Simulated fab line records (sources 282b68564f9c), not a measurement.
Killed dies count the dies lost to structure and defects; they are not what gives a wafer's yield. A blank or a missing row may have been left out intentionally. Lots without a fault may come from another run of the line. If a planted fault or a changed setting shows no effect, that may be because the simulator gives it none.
fab line records -- flow rit_cmos
record: lots: 6, wafers: 18, last_day: 7
route steps=202 shown SDANNEAL@153 PSD@157 NSD@158 PLDD@159 NLDD@160 SILICIDE@161 M1@202
lots that met no fault: from a run of the same line without faults
start_h: the number of hours between the record's first day and the start of the first shown wafer of the lot -- wait_h: hours from the lot's prior step to this one -- " same as the row above -- L1.1+2: a row that stands for several wafers -- - no value, or no start given -- * or withheld: withheld -- < > ~ a bound
route shown NAME@n: NAME is a module with steps in the file, n the number in the route of the first one -- usual: mean and standard deviation over wafers with no fault -- same: alike in all rows -- chamber/n: place in a boat -- sites: per-site readings -- _std_site: the standard deviation of these -- _edge_site: the outer-site mean with the inner-site mean subtracted -- radius_mm: for every site, how far away it sits from the centre of the wafer -- mask NAME#n: copy n -- behind: the last tool/chamber to shape the wafer -- hold: the reason the lot was held/the length of the hold in hours/how it ended -- device: the transistor (n, p or np) that didn't switch -- end of line: the same wafers' tests at the end of the route -- for a step that has no rows: nothing shown but its recipe -- killed: count of dies lost to structure and defects at first sort (not the wafer's yield) -- map: dies across one wafer; x = killed, . = not, _ = none there
set.NAME: the setting that was run; set.NAME@STEP: the one run at that earlier step -- model.NAME: the simulator's own value behind a step, which no gauge read
lots at some steps of the route; a table a step, a row a wafer
services: a tool's chamber out of use, with start hour (start_h, from the record's first day; less than 0 if before it), hours out, and reason
== steps ==
step: RIT_SDANNEAL_CLEAN_00
recipe: chemistry: SC1, mix: 3:3:50, time_s: 600, temp_c: 75
step: RIT_SDANNEAL_CLEAN_01
recipe: chemistry: dHF, dilution: 50:1, time_s: 30
step: RIT_SDANNEAL_CLEAN_02
recipe: chemistry: SC2, mix: 3:3:50, time_s: 600, temp_c: 75, dry: n2_spin
step: RIT_SDANNEAL_RTA_03
recipe: temp_c: 1050, time_s: 5, idle_temp_c: 600, ramp_up_c_per_s: 342, ramp_down_c_per_s: 171, cool_to_c: 600, ambient: N2
usual: wafer_temp_C_max: 1053.5/1.2
lot.wafer,tool,chamber,start_h,wait_h,wafer_temp_C_max
L703.3,rtp_anneal-02,0,106.33,0.0,1053.8
L703.5,rtp_anneal-02,0,106.33,0.0,1053.0
L703.6,rtp_anneal-02,0,106.33,0.0,1052.6
L705.4,rtp_anneal-02,0,116.35,0.0,1052.8
L705.5,rtp_anneal-02,0,116.35,0.0,1053.5
L705.6,rtp_anneal-02,0,116.35,0.0,1053.7
L708.3,rtp_anneal-01,0,126.15,0.0,1054.4
L708.5,rtp_anneal-01,0,126.15,0.0,1053.4
L708.6,rtp_anneal-01,0,126.15,0.0,1053.3
L709.2,rtp_anneal-02,0,134.31,0.0,1051.7
L709.5,rtp_anneal-02,0,134.31,0.0,1054.6
L709.6,rtp_anneal-02,0,134.31,0.0,1053.5
L713.3,rtp_anneal-02,0,154.69,0.0,1055.6
L713.5,rtp_anneal-02,0,154.69,0.0,1053.8
L713.6,rtp_anneal-02,0,154.69,0.0,1052.4
L715.1,rtp_anneal-02,0,161.56,0.0,1052.8
L715.5,rtp_anneal-02,0,161.56,0.0,1055.5
L715.6,rtp_anneal-02,0,161.56,0.0,1053.3
step: RIT_SDANNEAL_RS_MEAS_04
recipe: thk_meas_gauge: four-point-probe
usual: PSD_RS: 116.0/0.32
lot.wafer,tool,chamber,start_h,wait_h,PSD_RS[ohm/sq]
L703.3,film_metro-03,-,106.41,0.1,116.2
L703.5,film_metro-03,-,106.41,0.1,115.7
L703.6,film_metro-03,-,106.41,0.1,116.0
L705.4,film_metro-03,-,116.44,0.1,116.4
L705.5,film_metro-03,-,116.44,0.1,116.1
L705.6,film_metro-03,-,116.44,0.1,116.3
L708.3,film_metro-03,-,126.23,0.1,116.2
L708.5,film_metro-03,-,126.23,0.1,116.2
L708.6,film_metro-03,-,126.23,0.1,116.4
L709.2,film_metro-02,-,134.38,0.1,116.5
L709.5,film_metro-02,-,134.38,0.1,116.3
L709.6,film_metro-02,-,134.38,0.1,116.4
L713.3,film_metro-04,-,154.77,0.1,115.8
L713.5,film_metro-04,-,154.77,0.1,116.1
L713.6,film_metro-04,-,154.77,0.1,116.0
L715.1,film_metro-02,-,161.62,0.0,116.5
L715.5,film_metro-02,-,161.62,0.0,116.6
L715.6,film_metro-02,-,161.62,0.0,116.3
step: RIT_SDANNEAL_RS_MEAS_05
recipe: thk_meas_gauge: four-point-probe
usual: NSD_RS: 84.6/0.32
lot.wafer,tool,chamber,start_h,wait_h,NSD_RS[ohm/sq]
L703.3,film_metro-03,-,106.53,0.1,84.3
L703.5,film_metro-03,-,106.53,0.1,84.4
L703.6,film_metro-03,-,106.53,0.1,84.5
L705.4,film_metro-03,-,116.56,0.1,84.4
L705.5,film_metro-03,-,116.56,0.1,84.8
L705.6,film_metro-03,-,116.56,0.1,84.9
L708.3,film_metro-03,-,126.35,0.1,84.9
L708.5,film_metro-03,-,126.35,0.1,85.1
L708.6,film_metro-03,-,126.35,0.1,85.0
L709.2,film_metro-02,-,134.50,0.1,85.0
L709.5,film_metro-02,-,134.50,0.1,85.0
L709.6,film_metro-02,-,134.50,0.1,84.8
L713.3,film_metro-04,-,154.89,0.1,84.2
L713.5,film_metro-04,-,154.89,0.1,84.2
L713.6,film_metro-04,-,154.89,0.1,84.5
L715.1,film_metro-02,-,161.74,0.1,84.5
L715.5,film_metro-02,-,161.74,0.1,84.5
L715.6,film_metro-02,-,161.74,0.1,84.4
step: RIT_SDANNEAL_RS_MEAS_06
recipe: thk_meas_gauge: four-point-probe
usual: PLDD_RS: 178.8/0.47
lot.wafer,tool,chamber,start_h,wait_h,PLDD_RS[ohm/sq]
L703.3,film_metro-03,-,106.65,0.1,178.3
L703.5,film_metro-03,-,106.65,0.1,178.3
L703.6,film_metro-03,-,106.65,0.1,178.2
L705.4,film_metro-03,-,116.68,0.1,179.6
L705.5,film_metro-03,-,116.68,0.1,178.9
L705.6,film_metro-03,-,116.68,0.1,178.7
L708.3,film_metro-03,-,126.47,0.1,178.9
L708.5,film_metro-03,-,126.47,0.1,179.0
L708.6,film_metro-03,-,126.47,0.1,179.2
L709.2,film_metro-02,-,134.62,0.1,178.8
L709.5,film_metro-02,-,134.62,0.1,179.3
L709.6,film_metro-02,-,134.62,0.1,179.2
L713.3,film_metro-04,-,155.01,0.1,178.5
L713.5,film_metro-04,-,155.01,0.1,178.6
L713.6,film_metro-04,-,155.01,0.1,178.3
L715.1,film_metro-02,-,161.86,0.1,179.6
L715.5,film_metro-02,-,161.86,0.1,179.3
L715.6,film_metro-02,-,161.86,0.1,179.4
step: RIT_SDANNEAL_RS_MEAS_07
recipe: thk_meas_gauge: four-point-probe
usual: NLDD_RS: 151.7/0.53
lot.wafer,tool,chamber,start_h,wait_h,NLDD_RS[ohm/sq]
L703.3,film_metro-03,-,106.77,0.1,152.5
L703.5,film_metro-03,-,106.77,0.1,152.5
L703.6,film_metro-03,-,106.77,0.1,152.9
L705.4,film_metro-03,-,116.80,0.1,151.5
L705.5,film_metro-03,-,116.80,0.1,151.1
L705.6,film_metro-03,-,116.80,0.1,151.3
L708.3,film_metro-03,-,126.59,0.1,151.1
L708.5,film_metro-03,-,126.59,0.1,151.7
L708.6,film_metro-03,-,126.59,0.1,151.7
L709.2,film_metro-02,-,134.74,0.1,152.4
L709.5,film_metro-02,-,134.74,0.1,152.1
L709.6,film_metro-02,-,134.74,0.1,152.1
L713.3,film_metro-04,-,155.13,0.1,151.8
L713.5,film_metro-04,-,155.13,0.1,151.2
L713.6,film_metro-04,-,155.13,0.1,151.6
L715.1,film_metro-02,-,161.98,0.1,152.3
L715.5,film_metro-02,-,161.98,0.1,152.0
L715.6,film_metro-02,-,161.98,0.1,151.9
step: RIT_SILICIDE_WET_ETCH_00
recipe: chemistry: BOE, target: SiO2, target_depth_nm: 14, time_s: 15, dry: n2_spin, dilution: 10:1, temp_c: 21.5
step: RIT_SILICIDE_SPUTTER_01
recipe: material: Ti, target_thk_nm: 30, power_w: 350, chamber_pressure_pa: 0.667, gas: Ar, time_s: 240, substrate_temp_c: 25
usual: cathode_dc_power_W: 349.99/0.062, throttle_valve_pct: 29.8/1
lot.wafer,tool,chamber,start_h,wait_h,cathode_dc_power_W,throttle_valve_pct
L703.3,pvd_sputter-03,-,106.87,0.0,350.03,28.7
L703.5,pvd_sputter-03,-,106.87,0.0,349.96,29.2
L703.6,pvd_sputter-03,-,106.87,0.0,349.93,30.4
L705.4,pvd_sputter-03,-,116.87,0.0,349.95,28.7
L705.5,pvd_sputter-03,-,116.87,0.0,350.02,31.4
L705.6,pvd_sputter-03,-,116.87,0.0,349.99,28.6
L708.3,pvd_sputter-01,-,126.69,0.0,350.05,31.9
L708.5,pvd_sputter-01,-,126.69,0.0,349.97,29.8
L708.6,pvd_sputter-01,-,126.69,0.0,350.03,31.6
L709.2,pvd_sputter-03,-,134.85,0.0,350.09,29.0
L709.5,pvd_sputter-03,-,134.85,0.0,349.92,31.4
L709.6,pvd_sputter-03,-,134.85,0.0,349.98,28.9
L713.3,pvd_sputter-01,-,155.22,0.0,349.92,29.7
L713.5,pvd_sputter-01,-,155.22,0.0,349.95,29.8
L713.6,pvd_sputter-01,-,155.22,0.0,350.07,32.1
L715.1,pvd_sputter-01,-,162.11,0.0,349.97,29.5
L715.5,pvd_sputter-01,-,162.11,0.0,349.92,31.6
L715.6,pvd_sputter-01,-,162.11,0.0,349.90,29.7
step: RIT_SILICIDE_RS_MEAS_02
recipe: thk_meas_gauge: four-point-probe, reads: Ti_of_SILICIDE_SPUTTER_01
usual: SILICIDE_TI_RS: 47.8/0.72
lot.wafer,tool,chamber,start_h,wait_h,SILICIDE_TI_RS[ohm/sq]
L703.3,film_metro-01,-,107.06,0.1,47.7
L703.5,film_metro-01,-,107.06,0.1,47.2
L703.6,film_metro-01,-,107.06,0.1,47.0
L705.4,film_metro-01,-,117.08,0.1,47.8
L705.5,film_metro-01,-,117.08,0.1,47.4
L705.6,film_metro-01,-,117.08,0.1,47.6
L708.3,film_metro-01,-,126.88,0.1,48.8
L708.5,film_metro-01,-,126.88,0.1,47.0
L708.6,film_metro-01,-,126.88,0.1,47.9
L709.2,film_metro-03,-,135.02,0.1,48.5
L709.5,film_metro-03,-,135.02,0.1,48.5
L709.6,film_metro-03,-,135.02,0.1,48.3
L713.3,film_metro-03,-,155.41,0.1,46.6
L713.5,film_metro-03,-,155.41,0.1,47.2
L713.6,film_metro-03,-,155.41,0.1,47.7
L715.1,film_metro-01,-,162.26,0.1,48.2
L715.5,film_metro-01,-,162.26,0.1,48.1
L715.6,film_metro-01,-,162.26,0.1,47.3
step: RIT_SILICIDE_THK_MEAS_03
recipe: thk_meas_gauge: xrf, reads: Ti_of_SILICIDE_SPUTTER_01
usual: SILICIDE_TI_THK: 30.1/0.39
lot.wafer,tool,chamber,start_h,wait_h,SILICIDE_TI_THK[nm]
L703.3,film_metro-01,-,107.16,0.1,30.1
L703.5,film_metro-01,-,107.16,0.1,30.2
L703.6,film_metro-01,-,107.16,0.1,30.4
L705.4,film_metro-01,-,117.17,0.1,30.0
L705.5,film_metro-01,-,117.17,0.1,30.2
L705.6,film_metro-01,-,117.17,0.1,29.9
L708.3,film_metro-01,-,126.98,0.1,29.6
L708.5,film_metro-01,-,126.98,0.1,30.5
L708.6,film_metro-01,-,126.98,0.1,30.1
L709.2,film_metro-03,-,135.13,0.1,29.6
L709.5,film_metro-03,-,135.13,0.1,29.7
L709.6,film_metro-03,-,135.13,0.1,29.9
L713.3,film_metro-03,-,155.51,0.1,30.9
L713.5,film_metro-03,-,155.51,0.1,30.6
L713.6,film_metro-03,-,155.51,0.1,30.3
L715.1,film_metro-01,-,162.38,0.1,29.9
L715.5,film_metro-01,-,162.38,0.1,30.0
L715.6,film_metro-01,-,162.38,0.1,30.4
step: RIT_SILICIDE_RTA_04
recipe: temp_c: 650, time_s: 10, idle_temp_c: 25, ramp_up_s: 5, ramp_down_s: 5, cool_to_c: 25, ambient: N2
usual: wafer_temp_C_max: 653.3/0.87
lot.wafer,tool,chamber,start_h,wait_h,wafer_temp_C_max
L703.3,rtp_anneal-01,0,107.22,0.1,652.3
L703.5,rtp_anneal-01,0,107.22,0.1,652.0
L703.6,rtp_anneal-01,0,107.22,0.1,653.3
L705.4,rtp_anneal-01,0,117.24,0.1,652.8
L705.5,rtp_anneal-01,0,117.24,0.1,652.4
L705.6,rtp_anneal-01,0,117.24,0.1,652.7
L708.3,rtp_anneal-02,0,127.05,0.1,652.7
L708.5,rtp_anneal-02,0,127.05,0.1,653.5
L708.6,rtp_anneal-02,0,127.05,0.1,654.3
L709.2,rtp_anneal-01,0,135.19,0.1,651.7
L709.5,rtp_anneal-01,0,135.19,0.1,653.6
L709.6,rtp_anneal-01,0,135.19,0.1,653.3
L713.3,rtp_anneal-01,0,155.58,0.1,722.2
L713.5,rtp_anneal-01,0,155.58,0.1,722.7
L713.6,rtp_anneal-01,0,155.58,0.1,722.2
L715.1,rtp_anneal-01,0,162.44,0.1,722.4
L715.5,rtp_anneal-01,0,162.44,0.1,723.1
L715.6,rtp_anneal-01,0,162.44,0.1,722.2
step: RIT_SILICIDE_WET_ETCH_05
recipe: chemistry: SPM, target: Ti, temp_c: 90, time_s: 120, dry: n2_spin
step: RIT_M1_PROBE_99
usual: killed_at_contacts: 0.1/0.34, killed_at_front_end: 7.0/2.9, killed_dies: 7.2/2.9, killed_open: 3.6/1.9, killed_short: 3.5/2.1
same: gross_dies: 264, killed_at_M0_to_M3: 0, killed_at_M4_up: 0, killed_at_back_side: 0, killed_at_other: 0
lot.wafer,tool,chamber,start_h,wait_h,killed_at_contacts,killed_at_front_end,killed_dies,killed_open,killed_short,model.etest.npoly_line.line_ohm_um,model.etest.ppoly_line.line_ohm_um,model.etest.contact_pplus.end_ohm_um,model.etest.contact_nplus.end_ohm_um,model.etest.npoly_line.rs_ohm_sq,model.etest.ppoly_line.rs_ohm_sq,model.etest.pmos_0p15.gate_log10_a_cm2,model.etest.antenna_poly.gate_log10_a_cm2
L703.3,prober-02,-,114.09,0.2,0,3,3,1,2,173.1,168,42.95,42.3,17.07,16.43,-6.431,-6.213
L703.5,prober-02,-,114.19,0.2,0,6,6,3,2,171,163.5,43.03,42.61,16.93,16.38,-6.609,-6.437
L703.6,prober-02,-,114.24,0.2,0,7,7,4,3,168.6,160.7,43.74,43.48,16.96,16.39,-6.48,-6.19
L705.4,prober-01,-,124.36,0.2,0,9,9,7,2,176.9,166.3,43.92,39.86,17.04,16.52,-6.723,-6.463
L705.5,prober-01,-,124.41,0.2,1,8,9,8,1,170.3,162.9,43.31,42.76,16.94,16.49,-6.721,-6.39
L705.6,prober-01,-,124.46,0.2,0,3,3,0,3,168.7,159.8,42.56,41.91,17.06,16.47,-6.627,-6.338
L708.3,prober-02,-,134.32,0.2,0,2,2,1,1,166,157.1,42.86,41.59,17.14,16.54,-6.408,-6.148
L708.5,prober-02,-,134.42,0.2,0,10,10,7,3,160.6,156.6,42.98,41.35,16.54,16.23,-6.504,-6.082
L708.6,prober-02,-,134.47,0.2,0,8,8,3,5,165.3,158.5,43.66,40.76,17.06,16.37,-6.563,-6.266
L709.2,prober-01,-,141.68,0.1,0,7,7,0,7,174.3,164,41.75,41.52,17.2,16.59,-6.565,-6.288
L709.5,prober-01,-,141.83,0.2,0,6,6,4,2,170.6,166.2,41.7,41.53,17.17,16.79,-6.902,-6.609
L709.6,prober-01,-,141.88,0.2,1,6,7,5,2,169.9,161.7,42.2,41.89,17.11,16.54,-6.39,-6.191
L713.3,prober-01,-,162.26,0.2,0,5,5,2,3,148.4,142.9,54.43,50.3,14.82,14.33,-5.106,-4.744
L713.5,prober-01,-,162.36,0.2,1,4,5,2,3,145.6,138.8,53.74,49.54,14.84,14.48,-5.152,-5.136
L713.6,prober-01,-,162.41,0.2,0,7,7,4,3,151.8,144.8,52.99,49.07,15.11,14.87,-5.074,-4.914
L715.1,prober-01,-,169.36,0.1,0,9,9,7,2,158.8,155.7,56.62,50.19,15.33,14.94,-5.114,-5.116
L715.5,prober-01,-,169.56,0.2,0,7,7,4,3,159,152.3,57.09,51.12,15.36,14.89,-5.112,-5.339
L715.6,prober-01,-,169.61,0.2,1,7,8,4,3,158.4,149.2,57.92,52.71,15.04,14.64,-5.118,-5.084
killed by level:class
L703.3 FOX1:geometric_particle:short=2 FOX2:geometric_particle:open=1
L703.5 FOX1:geometric_particle:short=2 FOX1:geometric_particle:open=2 GATE:geometric_particle:open=1 NWELL:coat_microbubble_printed=1
L703.6 FOX1:geometric_particle:open=2 FOX1:geometric_particle:short=2 FOX2:geometric_particle:short=1 GATE:geometric_particle:open=1 REOX:geometric_particle:open=1
L705.4 GATE:geometric_particle:open=2 ACTIVE:geometric_particle:open=1 FOX1:geometric_particle:open=1 FOX1:geometric_particle:short=1 REOX:geometric_particle:short=1 REOX:geometric_particle:open=1 SPACER:geometric_particle:open=1 SILICIDE:geometric_particle:open=1
L705.5 SPACER:geometric_particle:open=3 FOX1:geometric_particle:open=2 GATE:geometric_particle:open=1 REOX:geometric_particle:short=1 SILICIDE:geometric_particle:open=1 CONTACT:geometric_particle:open=1
L705.6 GATE:geometric_particle:short=3
L708.3 SPACER:geometric_particle:open=1 SILICIDE:geometric_particle:short=1
L708.5 SPACER:geometric_particle:open=4 GATE:geometric_particle:open=3 GATE:geometric_particle:short=2 SPACER:geometric_particle:short=1
L708.6 GATE:geometric_particle:short=3 FOX2:geometric_particle:open=1 FOX2:geometric_particle:short=1 GATE:geometric_particle:open=1 SPACER:geometric_particle:short=1 SILICIDE:geometric_particle:open=1
L709.2 GATE:geometric_particle:short=4 FOX2:geometric_particle:short=2 REOX:geometric_particle:short=1
L709.5 GATE:geometric_particle:open=2 GATE:geometric_particle:short=2 REOX:geometric_particle:open=1 SPACER:geometric_particle:open=1
L709.6 GATE:geometric_particle:open=3 FOX1:geometric_particle:open=1 SPACER:geometric_particle:short=1 FOX2:geometric_particle:open=1 CONTACT:geometric_particle:short=1
L713.3 REOX:geometric_particle:open=2 FOX2:geometric_particle:short=1 SPACER:geometric_particle:short=1 SILICIDE:geometric_particle:short=1
L713.5 GATE:geometric_particle:short=1 REOX:geometric_particle:open=1 SPACER:geometric_particle:open=1 SILICIDE:geometric_particle:short=1 CONTACT:geometric_particle:short=1
L713.6 GATE:geometric_particle:short=2 GATE:geometric_particle:open=2 FOX1:geometric_particle:open=1 SPACER:geometric_particle:short=1 SPACER:geometric_particle:open=1
L715.1 SILICIDE:geometric_particle:open=3 GATE:geometric_particle:open=2 GATE:geometric_particle:short=1 REOX:geometric_particle:open=1 SPACER:geometric_particle:short=1 SPACER:geometric_particle:open=1
L715.5 SILICIDE:geometric_particle:short=2 SILICIDE:geometric_particle:open=2 FOX1:geometric_particle:open=1 FOX2:geometric_particle:open=1 FOX2:geometric_particle:short=1
L715.6 GATE:geometric_particle:short=2 FOX1:geometric_particle:open=1 GATE:geometric_particle:open=1 SILICIDE:geometric_particle:short=1 SILICIDE:geometric_particle:open=1 CONTACT:geometric_particle:open=1 NWELL:coat_microbubble_printed=1
== services ==
tool,chamber,start_h,hours,kind
rtp_anneal-02,-,88.40,3.3,pm
pvd_sputter-03,-,154.45,1.4,repair
== key ==
first_sign: step: RIT_SILICIDE_RTA_04, reading: wafer_temp_C_max, direction: up, sigmas: 80, usual: *, struck: *
effect none on later readings
model_effect: step: RIT_M1_PROBE_99, value: etest.npoly_line.line_ohm_um, without: 166.4, struck: 153.7
met_at RIT_SILICIDE_RTA_04
struck_wafers L713.3,L713.5,L713.6,L715.1,L715.5,L715.6
tester_left_out L713,L715
onset_between 135.19 155.58
fault: kind: process_parameter_drift, tool: rtp_anneal-01, chamber: -, onset_h: 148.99, steps: RIT_SILICIDE_RTA_04, channel: temp_c, offset: *, shape: step, end_h: 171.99, acts_in: *, stated: *
tester_left_out: of these lots the tester's yield and bins aren't shown, on N5 and GAA mostly nor the transistor test; their killed dies are dies lost to structure and defects alone, not to doping, threshold or leakage, so they don't give the yield
